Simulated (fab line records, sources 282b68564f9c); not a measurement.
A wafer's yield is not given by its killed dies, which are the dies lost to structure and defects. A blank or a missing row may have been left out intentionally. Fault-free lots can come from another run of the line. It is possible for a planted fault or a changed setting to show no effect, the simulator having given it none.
fab line records    flow rit-cmos
[record] lots = 15  wafers = 45  last-day = 7
route steps=202 shown M1@188
lots that met no fault: taken from a fault-free run of the same line
start-h: the number of hours between the record's first day and the start of the first shown wafer of the lot    wait-h: hours since the lot's step before    " same as the row above    L1.1+2: a row that stands for several wafers    - value missing, or start not given    * or withheld: withheld    < > ~ a bound
route shown NAME@n: NAME is a module with steps in the file, n the number in the route of the first one    usual: mean and standard deviation over wafers with no fault    same: alike in all rows    chamber/n: place in a boat    sites: each site's reading    _std_site: the standard deviation of these    _edge_site: outer sites' mean less inner sites'    radius-mm: for every site, how far away it sits from the centre of the wafer    mask NAME#n: copy n    behind: tool/chamber where the wafer was last shaped    hold: what put the lot on hold/how long, in hours/how the hold closed    device: names the non-switching transistor (n, p or np)    end of line: the same wafers' tests at the end of the route    for a step that has no rows: nothing shown but its recipe    killed: dies that structure and defects cost at the first sort, which is not the same as the wafer's yield    map: a wafer's dies, x killed, . not, _ none there
set.NAME: setting as actually run; set.NAME@STEP: the setting as run at that earlier step    model.NAME: the simulator's own value behind a step, which no gauge read
route steps across a sampled set of lots; one table per step, one row per wafer
[[steps]]
[step RIT_M1_COAT_04]
[recipe] resist = NOVOLAK  spin-rpm = 2000  resist-thk-nm = 1300
[usual] chill-plate-temp-C = 23.01/0.11  dispense-pressure-kPa = 49.0/1
lot.wafer  tool            chamber  start-h  wait-h  chill-plate-temp-C  dispense-pressure-kPa
L188.3     litho-track-01  0        56.74    0.1     23.09               50.8
L188.5     "               0        "        "       23.01               50.7
L188.6     "               0        "        "       22.92               50.8
L191.1     litho-track-03  0        69.82    0.1     23.07               48.4
L191.4     "               0        "        "       23.00               48.4
L191.5     "               0        "        "       22.92               48.4
L193.2     litho-track-03  0        84.08    0.1     22.78               48.3
L193.3     "               0        "        "       22.85               48.4
L193.4     "               0        "        "       22.90               48.3
L195.1     litho-track-01  -        91.54    0.1     -                   -
L195.3     "               -        "        "       -                   -
L195.4     "               -        "        "       -                   -
L196.1     litho-track-02  -        99.51    0.1     -                   -
L196.2     "               -        "        "       -                   -
L196.4     "               -        "        "       -                   -
L197.3     litho-track-01  -        100.92   0.1     -                   -
L197.5     "               -        "        "       -                   -
L197.6     "               -        "        "       -                   -
L198.1     litho-track-03  0        108.37   0.1     23.09               48.3
L198.3     "               0        "        "       23.14               48.3
L198.5     "               0        "        "       23.15               48.4
L204.2     litho-track-03  0        140.80   0.1     22.87               48.3
L204.4     "               0        "        "       22.88               48.3
L204.6     "               0        "        "       22.97               48.3
L205.2     litho-track-02  0        144.72   0.1     23.01               48.4
L205.4     "               0        "        "       23.02               48.4
L205.6     "               0        "        "       23.21               48.4
L206.1     litho-track-01  0        147.26   0.1     22.93               50.7
L206.4     "               0        "        "       22.92               50.7
L206.5     "               0        "        "       22.81               50.7
L207.4     litho-track-01  0        149.43   0.1     23.10               50.7
L207.5     "               0        "        "       23.12               50.7
L207.6     "               0        "        "       23.23               50.7
L208.2     litho-track-01  0        159.69   0.1     22.77               50.7
L208.4     "               0        "        "       22.96               50.8
L208.6     "               0        "        "       22.90               50.7
L209.1     litho-track-03  0        164.81   0.1     22.96               48.3
L209.5     "               0        "        "       22.98               48.4
L209.6     "               0        "        "       22.82               48.4
L210.2     litho-track-02  0        168.95   0.1     23.07               48.4
L210.4     "               0        "        "       22.90               48.5
L210.6     "               0        "        "       23.02               48.4
L211.2     litho-track-02  0        173.19   0.1     23.02               48.4
L211.4     "               0        "        "       23.02               48.4
L211.5     "               0        "        "       23.04               48.5
[step RIT_M1_CD_MEAS_09]
[recipe] target-cd-nm = 2600
[usual] cd-nm = 2599.3/2.2
lot.wafer  tool       chamber  start-h  wait-h  cd-nm
L188.3     cd-sem-01  -        57.49    -       2602.0
L188.5     "          -        "        "       2601.4
L188.6     "          -        "        "       2600.0
L191.1     cd-sem-01  -        70.73    -       2602.0
L191.4     "          -        "        "       2601.3
L191.5     "          -        "        "       2600.8
L193.2     cd-sem-02  -        84.93    -       2598.7
L193.3     "          -        "        "       2598.5
L193.4     "          -        "        "       2597.8
L195.1     cd-sem-01  -        92.27    -       -
L195.3     "          -        "        "       -
L195.4     "          -        "        "       -
L196.1     cd-sem-01  -        100.24   -       -
L196.2     "          -        "        "       -
L196.4     "          -        "        "       -
L197.3     cd-sem-02  -        101.64   -       -
L197.5     "          -        "        "       -
L197.6     "          -        "        "       -
L198.1     cd-sem-02  -        109.22   -       2597.8
L198.3     "          -        "        "       2597.2
L198.5     "          -        "        "       2596.4
L204.2     cd-sem-01  -        141.52   -       2601.3
L204.4     "          -        "        "       2602.4
L204.6     "          -        "        "       2598.5
L205.2     cd-sem-02  -        145.54   -       2599.9
L205.4     "          -        "        "       2600.7
L205.6     "          -        "        "       2602.1
L206.1     cd-sem-02  -        147.99   -       2597.1
L206.4     "          -        "        "       2597.8
L206.5     "          -        "        "       2599.4
L207.4     cd-sem-01  -        150.15   -       2600.5
L207.5     "          -        "        "       2601.3
L207.6     "          -        "        "       2601.1
L208.2     cd-sem-01  -        160.41   -       2594.8
L208.4     "          -        "        "       2596.3
L208.6     "          -        "        "       2595.2
L209.1     cd-sem-01  -        165.54   -       2594.0
L209.5     "          -        "        "       2594.6
L209.6     "          -        "        "       2594.5
L210.2     cd-sem-02  -        169.68   -       2599.7
L210.4     "          -        "        "       2601.2
L210.6     "          -        "        "       2601.6
L211.2     cd-sem-01  -        174.04   -       2599.9
L211.4     "          -        "        "       2602.5
L211.5     "          -        "        "       2600.2
[step RIT_M1_PROBE_99]
[usual] defect-limited-yield = 97.4/1.2  killed_at_M0_to_M3 = 0/0  killed-at-contacts = 0.0/0.22  killed-at-front-end = 7/3.3  killed-dies = 7/3.3  killed-on-rim = 1.9/1.4  killed-open = 3.3/1.9  killed-short = 3.6/2.1  sort_bin_3_pad_short = 0.1/0.23  sort_bin_5_function = 1.5/0.92  sort_bin_6_memory = 1.0/0.64  sort-n-pass = 257/3.3  sort-yield-pct = 97.4/1.2
[same] gross-dies = 264  killed_at_M4_up = 0  killed-at-back-side = 0  killed-at-other = 0
lot.wafer  tool       chamber  start-h  wait-h  defect-limited-yield[%]  killed_at_M0_to_M3  killed-at-contacts  killed-at-front-end  killed-dies  killed-on-rim  killed-open  killed-short  sort_bin_3_pad_short[%]  sort_bin_5_function[%]  sort_bin_6_memory[%]  sort-n-pass  sort-yield-pct[%]
L188.3     prober-01  -        60.21    0.2     96.6                     0                   0                   9                    9            1              4            5             0                        3.0                     0.4                   255          96.6
L188.5     prober-01  -        60.31    0.2     94.7                     0                   0                   14                   14           3              5            9             0                        3.4                     1.9                   250          94.7
L188.6     prober-01  -        60.36    0.2     95.8                     0                   0                   11                   11           1              5            6             0                        3.8                     0.4                   253          95.8
L191.1     prober-02  -        73.39    0.1     97.7                     0                   0                   6                    6            1              2            4             0                        1.1                     1.1                   258          97.7
L191.4     prober-02  -        73.54    0.2     98.5                     0                   0                   4                    4            2              3            1             0                        1.1                     0.4                   260          98.5
L191.5     prober-02  -        73.59    0.2     95.1                     0                   0                   13                   13           4              5            8             0.4                      3.0                     1.5                   251          95.1
L193.2     prober-02  -        87.61    0.1     97.3                     0                   0                   7                    7            2              3            4             0.4                      1.9                     0.4                   257          97.3
L193.3     prober-02  -        87.66    0.2     97.7                     0                   0                   6                    6            1              3            3             0                        0.8                     1.5                   258          97.7
L193.4     prober-02  -        87.71    0.2     97.7                     0                   0                   6                    6            1              3            3             0.4                      1.5                     0.4                   258          97.7
L195.1     prober-02  -        94.95    0.1     0                        257                 0                   7                    264          70             4            3             0.8                      98.5                    0.8                   0            0
L195.3     prober-02  -        95.05    0.2     0                        260                 0                   4                    264          70             2            0             0                        98.9                    1.1                   0            0
L195.4     prober-02  -        95.10    0.2     0                        253                 0                   11                   264          70             5            6             0                        99.2                    0.8                   0            0
L196.1     prober-01  -        102.91   0.1     0                        258                 0                   6                    264          70             3            3             0                        99.6                    0.4                   0            0
L196.2     prober-01  -        102.96   0.1     0                        261                 0                   3                    264          70             3            0             0                        99.2                    0.8                   0            0
L196.4     prober-01  -        103.06   0.2     0                        259                 0                   5                    264          70             4            1             0.4                      99.6                    0                     0            0
L197.3     prober-02  -        104.51   0.2     0                        251                 0                   13                   264          70             6            7             0.4                      96.6                    3.0                   0            0
L197.5     prober-02  -        104.61   0.2     0                        254                 0                   10                   264          70             8            2             0                        98.5                    1.5                   0            0
L197.6     prober-02  -        104.66   0.2     0                        260                 0                   4                    264          70             2            2             0                        99.6                    0.4                   0            0
L198.1     prober-01  -        111.88   0.1     99.6                     0                   0                   1                    1            0              1            0             0                        0.4                     0                     263          99.6
L198.3     prober-01  -        111.98   0.2     98.5                     0                   0                   4                    4            2              3            1             0                        0.8                     0.8                   260          98.5
L198.5     prober-01  -        112.08   0.2     98.5                     0                   0                   4                    4            1              2            2             0                        1.1                     0.4                   260          98.5
L204.2     prober-01  -        144.40   0.1     96.6                     0                   0                   9                    9            0              4            5             0                        1.1                     2.3                   255          96.6
L204.4     prober-01  -        144.50   0.2     97.7                     0                   0                   6                    6            1              5            1             0                        1.5                     0.8                   258          97.7
L204.6     prober-01  -        144.60   0.2     97.7                     0                   0                   6                    6            2              3            3             0.4                      0.8                     1.1                   258          97.7
L205.2     prober-02  -        148.22   0.1     97.7                     0                   0                   6                    6            1              1            5             0                        1.5                     0.8                   258          97.7
L205.4     prober-02  -        148.32   0.2     100.0                    0                   0                   0                    0            0              0            0             0                        0                       0                     264          100.0
L205.6     prober-02  -        148.42   0.2     99.6                     0                   0                   1                    1            0              1            0             0                        0.4                     0                     263          99.6
L206.1     prober-01  -        150.66   0.1     97.7                     0                   0                   6                    6            2              2            4             0                        1.5                     0.8                   258          97.7
L206.4     prober-01  -        150.81   0.2     95.5                     0                   0                   12                   12           3              5            7             0                        2.7                     1.9                   252          95.5
L206.5     prober-01  -        150.86   0.2     98.5                     0                   0                   4                    4            2              0            4             0                        0.8                     0.8                   260          98.5
L207.4     prober-02  -        152.90   0.2     97.7                     0                   1                   5                    6            1              4            2             0                        1.5                     0.8                   258          97.7
L207.5     prober-02  -        152.95   0.2     97.0                     0                   0                   8                    8            4              4            4             0                        1.5                     1.5                   256          97.0
L207.6     prober-02  -        153.00   0.2     98.9                     0                   0                   3                    3            1              2            1             0                        1.1                     0                     261          98.9
L208.2     prober-01  -        163.13   0.1     95.1                     0                   0                   13                   13           3              5            8             1.1                      2.7                     1.1                   251          95.1
L208.4     prober-01  -        163.23   0.2     97.0                     0                   0                   8                    8            2              3            5             0                        1.9                     1.1                   256          97.0
L208.6     prober-01  -        163.33   0.2     96.6                     0                   0                   9                    9            5              3            6             0                        2.3                     1.1                   255          96.6
L209.1     prober-02  -        168.22   0.1     97.7                     0                   0                   6                    6            3              4            2             0                        1.1                     1.1                   258          97.7
L209.5     prober-02  -        168.42   0.2     96.6                     0                   0                   9                    9            2              6            3             0                        1.5                     1.9                   255          96.6
L209.6     prober-02  -        168.47   0.2     95.8                     0                   0                   11                   11           1              2            9             0.8                      2.7                     0.8                   253          95.8
L210.2     prober-01  -        172.38   0.1     95.8                     0                   1                   10                   11           4              3            8             0.4                      3.0                     0.8                   253          95.8
L210.4     prober-01  -        172.48   0.2     95.5                     0                   0                   12                   12           2              8            4             0                        2.3                     2.3                   252          95.5
L210.6     prober-01  -        172.58   0.2     99.2                     0                   0                   2                    2            0              2            0             0                        0                       0.8                   262          99.2
L211.2     prober-02  -        176.73   0.1     97.7                     0                   0                   6                    6            2              4            2             0                        2.3                     0                     258          97.7
L211.4     prober-02  -        176.83   0.2     97.7                     0                   0                   6                    6            0              3            3             0                        1.1                     1.1                   258          97.7
L211.5     prober-02  -        176.88   0.2     97.3                     0                   0                   7                    7            0              2            5             0.8                      1.1                     0.8                   257          97.3
// killed by level:class
L188.3 GATE:geometric-particle:short=3 GATE:geometric-particle:open=2 FOX2:geometric-particle:open=1 SPACER:geometric-particle:short=1 SILICIDE:geometric-particle:open=1 SILICIDE:geometric-particle:short=1
L188.5 GATE:geometric-particle:short=6 GATE:geometric-particle:open=4 REOX:geometric-particle:short=3 FOX1:geometric-particle:open=1
L188.6 GATE:geometric-particle:open=4 SILICIDE:geometric-particle:short=3 GATE:geometric-particle:short=2 FOX1:geometric-particle:short=1 REOX:geometric-particle:open=1
L191.1 SPACER:geometric-particle:short=2 FOX2:geometric-particle:short=1 GATE:geometric-particle:open=1 GATE:geometric-particle:short=1 SILICIDE:geometric-particle:open=1
L191.4 GATE:geometric-particle:open=1 GATE:geometric-particle:short=1 SPACER:geometric-particle:open=1 SILICIDE:geometric-particle:open=1
L191.5 GATE:geometric-particle:short=3 SILICIDE:geometric-particle:short=3 GATE:geometric-particle:open=2 FOX1:geometric-particle:open=1 FOX1:geometric-particle:short=1 SPACER:geometric-particle:short=1 SPACER:geometric-particle:open=1 SILICIDE:geometric-particle:open=1
L193.2 FOX1:geometric-particle:short=1 FOX1:geometric-particle:open=1 GATE:geometric-particle:open=1 REOX:geometric-particle:short=1 SPACER:geometric-particle:open=1 SPACER:geometric-particle:short=1 SILICIDE:geometric-particle:short=1
L193.3 GATE:geometric-particle:short=2 GATE:geometric-particle:open=1 REOX:geometric-particle:open=1 SPACER:geometric-particle:open=1 SPACER:geometric-particle:short=1
L193.4 REOX:geometric-particle:open=3 GATE:geometric-particle:short=1 REOX:geometric-particle:short=1 SPACER:geometric-particle:short=1
L195.1 M1:area-expose=257 FOX2:geometric-particle:open=2 SILICIDE:geometric-particle:open=2 FOX2:geometric-particle:short=1 GATE:geometric-particle:short=1 SILICIDE:geometric-particle:short=1
L195.3 M1:area-expose=260 ACTIVE:coat-microbubble-printed=2 ACTIVE:geometric-particle:open=1 GATE:geometric-particle:open=1
L195.4 M1:area-expose=253 FOX2:geometric-particle:open=2 GATE:geometric-particle:short=2 REOX:geometric-particle:short=2 FOX2:geometric-particle:short=1 REOX:geometric-particle:open=1 SPACER:geometric-particle:short=1 SPACER:geometric-particle:open=1
L196.1 M1:area-expose=258 FOX1:geometric-particle:short=2 FOX1:geometric-particle:open=2 GATE:geometric-particle:short=1 REOX:geometric-particle:open=1
L196.2 M1:area-expose=261 GATE:geometric-particle:open=2 SILICIDE:geometric-particle:open=1
L196.4 M1:area-expose=259 GATE:geometric-particle:open=2 SILICIDE:geometric-particle:open=2 FOX1:geometric-particle:short=1
L197.3 M1:area-expose=251 FOX1:geometric-particle:short=2 FOX2:geometric-particle:open=2 ACTIVE:geometric-particle:short=1 FOX1:geometric-particle:open=1 FOX2:geometric-particle:short=1 GATE:geometric-particle:short=1 REOX:geometric-particle:short=1
L197.5 M1:area-expose=254 GATE:geometric-particle:open=5 GATE:geometric-particle:short=2 FOX2:geometric-particle:open=1 REOX:geometric-particle:open=1 SPACER:geometric-particle:open=1
L197.6 M1:area-expose=260 GATE:geometric-particle:short=2 FOX1:geometric-particle:open=1 GATE:geometric-particle:open=1
L198.1 REOX:geometric-particle:open=1
L198.3 SILICIDE:geometric-particle:open=2 FOX1:geometric-particle:open=1 SILICIDE:geometric-particle:short=1
L198.5 FOX2:geometric-particle:open=1 GATE:geometric-particle:short=1 REOX:geometric-particle:open=1 SILICIDE:geometric-particle:short=1
L204.2 GATE:geometric-particle:short=3 FOX1:geometric-particle:open=2 GATE:geometric-particle:open=2 REOX:geometric-particle:short=2
L204.4 GATE:geometric-particle:open=2 SPACER:geometric-particle:open=2 GATE:geometric-particle:short=1 SILICIDE:geometric-particle:open=1
L204.6 SPACER:geometric-particle:open=2 FOX1:geometric-particle:short=1 FOX2:geometric-particle:open=1 GATE:geometric-particle:short=1 SILICIDE:geometric-particle:short=1
L205.2 FOX1:geometric-particle:short=3 GATE:geometric-particle:short=1 REOX:geometric-particle:open=1 SPACER:geometric-particle:short=1
L205.6 GATE:geometric-particle:open=1
L206.1 REOX:geometric-particle:short=2 FOX1:geometric-particle:open=1 GATE:geometric-particle:open=1 GATE:geometric-particle:short=1 SPACER:geometric-particle:short=1
L206.4 REOX:geometric-particle:short=3 SPACER:geometric-particle:short=3 GATE:geometric-particle:open=2 FOX1:geometric-particle:open=1 FOX1:geometric-particle:short=1 REOX:geometric-particle:open=1 SPACER:geometric-particle:open=1
L206.5 GATE:geometric-particle:short=2 SILICIDE:geometric-particle:short=2
L207.4 GATE:geometric-particle:open=2 REOX:geometric-particle:open=2 REOX:geometric-particle:short=1 CONTACT:geometric-particle:short=1
L207.5 REOX:geometric-particle:short=3 REOX:geometric-particle:open=2 FOX2:geometric-particle:open=1 GATE:geometric-particle:open=1 GATE:geometric-particle:short=1
L207.6 GATE:geometric-particle:short=1 GATE:geometric-particle:open=1 REOX:geometric-particle:open=1
L208.2 FOX1:geometric-particle:open=3 FOX1:geometric-particle:short=3 GATE:geometric-particle:short=2 FOX2:geometric-particle:short=1 REOX:geometric-particle:open=1 SPACER:geometric-particle:short=1 SILICIDE:geometric-particle:open=1 SILICIDE:geometric-particle:short=1
L208.4 FOX1:geometric-particle:short=2 GATE:geometric-particle:short=2 REOX:geometric-particle:open=2 FOX1:geometric-particle:open=1 REOX:geometric-particle:short=1
L208.6 GATE:geometric-particle:short=4 FOX1:geometric-particle:open=2 FOX1:geometric-particle:short=1 GATE:geometric-particle:open=1 REOX:geometric-particle:short=1
L209.1 GATE:geometric-particle:open=4 FOX1:geometric-particle:short=1 GATE:geometric-particle:short=1
L209.5 GATE:geometric-particle:short=3 GATE:geometric-particle:open=2 FOX2:geometric-particle:open=1 REOX:geometric-particle:open=1 SPACER:geometric-particle:open=1 SILICIDE:geometric-particle:open=1
L209.6 GATE:geometric-particle:short=4 REOX:geometric-particle:short=3 SILICIDE:geometric-particle:short=2 GATE:geometric-particle:open=1 REOX:geometric-particle:open=1
L210.2 GATE:geometric-particle:short=4 REOX:geometric-particle:short=2 SPACER:geometric-particle:short=2 FOX2:geometric-particle:open=1 SILICIDE:geometric-particle:open=1 CONTACT:geometric-particle:open=1
L210.4 GATE:geometric-particle:open=6 SILICIDE:geometric-particle:open=2 SILICIDE:geometric-particle:short=2 FOX1:geometric-particle:short=1 GATE:geometric-particle:short=1
L210.6 GATE:geometric-particle:open=1 SILICIDE:geometric-particle:open=1
L211.2 FOX1:geometric-particle:open=1 GATE:geometric-particle:short=1 GATE:geometric-particle:open=1 SPACER:geometric-particle:short=1 SPACER:geometric-particle:open=1 SILICIDE:geometric-particle:open=1
L211.4 GATE:geometric-particle:short=3 REOX:geometric-particle:open=2 FOX1:geometric-particle:open=1
L211.5 SPACER:geometric-particle:short=2 FOX2:geometric-particle:short=1 FOX2:geometric-particle:open=1 GATE:geometric-particle:short=1 REOX:geometric-particle:short=1 SPACER:geometric-particle:open=1
[[key]]
[first-sign] step = RIT_M1_COAT_04  reading = tool-record  direction = missing
[effect] step = RIT_M1_CD_MEAS_09  reading = cd-nm  direction = missing
[effect] step = RIT_M1_PROBE_99  reading = killed_at_M0_to_M3  direction = up  sigmas = 99+  usual = 0  struck = 257
[more-kills-born-at] RIT_M1_EXPOSE_06@iline-stepper-02 = 2313
met-at RIT_M1_COAT_04
struck-lots L195,L196,L197
later-rows-left-out L195.1,L195.3,L195.4,L196.1,L196.2,L196.4,L197.3,L197.5,L197.6
onset-between 56.74 91.54
[fault] kind = skipped-step-whole  tool = litho-track-01,litho-track-02  chamber = -  onset-h = 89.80  steps = RIT_M1_COAT_04  scope = struck-lots-only
// later-rows-left-out: the simulator's readings of these wafers behind a module that went badly wrong aren't trusted and aren't shown, but for the sort
